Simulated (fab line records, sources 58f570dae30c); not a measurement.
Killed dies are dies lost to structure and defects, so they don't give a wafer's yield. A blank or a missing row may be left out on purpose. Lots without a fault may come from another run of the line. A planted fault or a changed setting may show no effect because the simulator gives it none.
Which tool did it? | flow berkeley_cmos170 | 14 lots, 42 wafers sampled, at 6 steps of a route of 331

WHAT THE GAUGES READ, wafer by wafer
UCB170_SDANNEAL_RS_MEAS_02: measures by four-point-probe.
lot  | measured     | on            | PSD_RS (ohm/sq)
L511 | day 8 08:55  | film_metro-03 | 75.6 75.4 75.4
L510 | day 8 09:33  | film_metro-03 | 75.3 75.5 75.6
L513 | day 8 12:31  | film_metro-02 | 76.0 75.9 75.7
L512 | day 8 12:56  | film_metro-03 | 75.2 75.6 75.3
L515 | day 9 00:15  | film_metro-01 | 75.4 75.5 75.5
L516 | day 9 00:41  | film_metro-03 | 75.4 75.4 75.4
L518 | day 9 23:59  | film_metro-02 | 75.5 75.7 75.2
L520 | day 10 13:50 | film_metro-01 | 76.8 76.5 76.5
L519 | day 10 14:29 | film_metro-03 | 75.9 75.8 75.5
L521 | day 10 14:54 | film_metro-02 | 77.4 77.4 77.3
L529 | day 11 06:34 | film_metro-03 | 75.8 75.5 75.9
L527 | day 11 17:25 | film_metro-03 | 75.8 75.3 75.7
L526 | day 11 17:52 | film_metro-02 | 75.0 74.9 75.1
L533 | day 12 08:08 | film_metro-03 | 75.3 75.8 75.2

UCB170_M2_CD_MEAS_90: target cd 700 nm.
lot  | measured     | on        | cd_nm (nm)
L511 | day 9 02:35  | cd_sem-01 | 704 704 702
L510 | day 9 03:50  | cd_sem-01 | 699 701 703
L513 | day 9 05:55  | cd_sem-02 | 702 701 703
L512 | day 9 09:30  | cd_sem-02 | 701 700 700
L515 | day 9 22:02  | cd_sem-02 | 697 701 700
L516 | day 9 17:31  | cd_sem-02 | 705 698 704
L518 | day 10 15:08 | cd_sem-01 | 700 698 703
L520 | day 11 08:48 | cd_sem-01 | 696 698 699
L519 | day 11 09:59 | cd_sem-02 | 695 696 702
L521 | day 11 10:38 | cd_sem-02 | 694 698 693
L529 | day 12 03:56 | cd_sem-01 | 700 694 696
L527 | day 12 08:40 | cd_sem-01 | 698 700 699
L526 | day 12 09:54 | cd_sem-01 | 697 695 692
L533 | day 12 22:55 | cd_sem-02 | 698 693 694

UCB170_M3_RS_MEAS_02: measures by four-point-probe.
lot  | measured     | on            | M3_AL_RS (ohm/sq)
L511 | day 9 05:21  | film_metro-02 | 0.0321 0.0322 0.0324
L510 | day 9 07:03  | film_metro-03 | 0.0326 0.0324 0.0324
L513 | day 9 08:48  | film_metro-01 | 0.0319 0.0318 0.0319
L512 | day 9 12:49  | film_metro-02 | 0.0325 0.0324 0.0323
L515 | day 10 01:49 | film_metro-01 | 0.0322 0.0325 0.0320
L516 | day 9 20:52  | film_metro-02 | 0.0320 0.0321 0.0324
L518 | day 10 17:47 | film_metro-01 | 0.0328 0.0322 0.0327
L520 | day 11 11:46 | film_metro-03 | 0.0321 0.0322 0.0320
L519 | day 11 13:53 | film_metro-01 | 0.0323 0.0324 0.0323
L521 | day 11 14:25 | film_metro-02 | 0.0324 0.0323 0.0323
L529 | day 12 07:59 | film_metro-02 | 0.0322 0.0323 0.0323
L527 | day 12 12:06 | film_metro-01 | 0.0331 0.0329 0.0330
L526 | day 12 13:41 | film_metro-03 | 0.0320 0.0318 0.0316
L533 | day 13 01:40 | film_metro-01 | 0.0318 0.0319 0.0321

WHICH TOOL RAN EACH LOT (tool, then ch and the chambers of the sampled wafers, then the start)
lot  | UCB170_PSD_IMPLANT_08           | UCB170_PSD_STRIP_09                  | UCB170_V2_CVD_00
L511 | implanter-01 ch 0, day 8 01:41  | plasma_asher-04 ch 0,1, day 8 01:48  | pecvd-03 ch 1,2, day 9 02:41
L510 | implanter-01 ch 0, day 8 02:14  | plasma_asher-04 ch 0,1, day 8 02:23  | pecvd-04 ch 0,2, day 9 03:57
L513 | implanter-02 ch 0, day 8 07:53  | plasma_asher-04 ch 0,1, day 8 08:02  | pecvd-04 ch 0,1, day 9 06:02
L512 | implanter-01 ch 0, day 8 08:13  | plasma_asher-01 ch 0,1, day 8 08:21  | pecvd-03 ch 0,1,2, day 9 09:35
L515 | implanter-03 ch 0, day 8 19:14  | plasma_asher-03 ch 1, day 8 19:22    | pecvd-04 ch 0,1, day 9 22:08
L516 | implanter-01 ch 0, day 8 19:36  | plasma_asher-04 ch 0,1, day 8 19:45  | pecvd-03 ch 0,1,2, day 9 17:38
L518 | implanter-03 ch 0, day 9 19:41  | plasma_asher-03 ch 0,1, day 9 19:50  | pecvd-03 ch 0,1, day 10 15:15
L520 | implanter-01 ch 0, day 10 09:40 | plasma_asher-01 ch 1, day 10 09:48   | pecvd-04 ch 1, day 11 08:54
L519 | implanter-03 ch 0, day 10 10:05 | plasma_asher-03 ch 0,1, day 10 10:13 | pecvd-03 ch 1,2, day 11 10:04
L521 | implanter-01 ch 0, day 10 10:20 | plasma_asher-01 ch 0,1, day 10 10:27 | pecvd-04 ch 0,1, day 11 10:44
L529 | implanter-03 ch 0, day 10 22:59 | plasma_asher-03 ch 0,1, day 10 23:07 | pecvd-03 ch 0,1,2, day 12 04:02
L527 | implanter-02 ch 0, day 11 13:01 | plasma_asher-01 ch 0,1, day 11 13:10 | pecvd-01 ch 0,1,2, day 12 08:47
L526 | implanter-03 ch 0, day 11 13:34 | plasma_asher-04 ch 0,1, day 11 13:43 | pecvd-03 ch 0,1,2, day 12 10:01
L533 | implanter-03 ch 0, day 12 03:50 | plasma_asher-03 ch 0,1, day 12 03:58 | pecvd-01 ch 1,2, day 12 23:01
- UCB170_PSD_IMPLANT_08
- UCB170_PSD_STRIP_09: strips in O2.
- UCB170_V2_CVD_00: deposits SiO2 from TEOS/O2, target thk 2000 nm, time 250 s.

WHAT THE TOOLS THEMSELVES READ (means of the sampled wafers that have a number; where no wafer has one, the mark that the record gives instead)
UCB170_PSD_IMPLANT_08.
lot  | tool         | beam_energy_keV
L511 | implanter-01 | 20.006
L510 | implanter-01 | 19.997
L513 | implanter-02 | 20.000
L512 | implanter-01 | 20.000
L515 | implanter-03 | 20.001
L516 | implanter-01 | 20.001
L518 | implanter-03 | 20.006
L520 | implanter-01 | 18.001
L519 | implanter-03 | 20.000
L521 | implanter-01 | 17.996
L529 | implanter-03 | 19.990
L527 | implanter-02 | 20.000
L526 | implanter-03 | 19.997
L533 | implanter-03 | 20.001

UCB170_PSD_STRIP_09.
lot  | tool            | drypump_motor_current_A (A) | oes_product_au (a.u.) | strip_time_to_endpoint_s (s)
L511 | plasma_asher-04 | 5.6                         | 0.598                 | 29.39
L510 | plasma_asher-04 | 6.2                         | 0.598                 | 29.42
L513 | plasma_asher-04 | 5.6                         | 0.594                 | 29.43
L512 | plasma_asher-01 | 5.6                         | 0.604                 | 29.43
L515 | plasma_asher-03 | 6.5                         | 0.596                 | 29.43
L516 | plasma_asher-04 | 6.2                         | 0.598                 | 29.35
L518 | plasma_asher-03 | 5.8                         | 0.598                 | 29.40
L520 | plasma_asher-01 | 5.5                         | 0.611                 | 28.57
L519 | plasma_asher-03 | 5.7                         | 0.603                 | 29.26
L521 | plasma_asher-01 | 5.5                         | 0.616                 | 28.57
L529 | plasma_asher-03 | 5.8                         | 0.595                 | 29.42
L527 | plasma_asher-01 | 5.6                         | 0.602                 | 29.35
L526 | plasma_asher-04 | 6.2                         | 0.600                 | 29.46
L533 | plasma_asher-03 | 6.2                         | 0.601                 | 29.42

UCB170_V2_CVD_00.
lot  | tool     | heater_power_w (W) | susceptor_temp_C (C)
L511 | pecvd-03 | 275                | 389.99
L510 | pecvd-04 | 311                | 390.04
L513 | pecvd-04 | 312                | 389.86
L512 | pecvd-03 | 256                | 389.96
L515 | pecvd-04 | 329                | 389.92
L516 | pecvd-03 | 279                | 390.09
L518 | pecvd-03 | 297                | 389.92
L520 | pecvd-04 | 293                | 390.12
L519 | pecvd-03 | 241                | 389.95
L521 | pecvd-04 | 293                | 390.21
L529 | pecvd-03 | 268                | 389.77
L527 | pecvd-01 | 216                | 389.95
L526 | pecvd-03 | 310                | 389.99
L533 | pecvd-01 | 235                | 390.09

THE ANSWER, worked out from the rows above alone
Rule: what is usual is taken from the lots themselves. Put in order of their means at a reading, lots are off if they are a third of the lots or fewer, leave a main group of 4 or more, and stand apart from it by a gap of 3 or more times the standard deviation of the main group's means; of several such gaps the widest counts. A main group whose means are all the same, to the digits that the tables above print for the reading, isn't used. A lot without any number at a reading at which 4 lots or more have one is off too. The other lots that the step has rows for count as sound. The gauges are gone through in route order, then the tools' own readings, and for those a lot's mean is taken as printed above. The first step at which some lot is off is used, and at that step the reading that is off furthest; a lot without a number counts as furthest.
Off: L520, L521, at UCB170_SDANNEAL_RS_MEAS_02 (PSD_RS). The main group: mean 75.5 ohm/sq, standard deviation 0.21.
A tool fits if, at a process step before that reading, it ran every lot that is off, and no sound lot after the first of them. The gauges at UCB170_SDANNEAL_RS_MEAS_02 aren't tried: what is off there is off at UCB170_PSD_IMPLANT_08 too, on other tools, and a gauge's error can't cause that. One fits: implanter-01 at UCB170_PSD_IMPLANT_08. Its last sound lot is L516 (day 8 19:36), its first lot that is off L520 (day 10 09:40): a fault that began between those two fits.
The tool's own readings at UCB170_PSD_IMPLANT_08 bear it out: on the lots that are off they differ by more than 5 times the standard deviation of the sound lots' means. beam_energy_keV reads 17.998 there against 20.000 on the sound lots.

WHAT THE SIMULATOR HAD PUT IN
Process parameter drift: implanter-01, from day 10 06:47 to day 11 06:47, at UCB170_PSD_IMPLANT_08. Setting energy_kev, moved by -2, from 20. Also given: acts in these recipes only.
Lots struck among those shown: L520, L521. The rule above found the same.
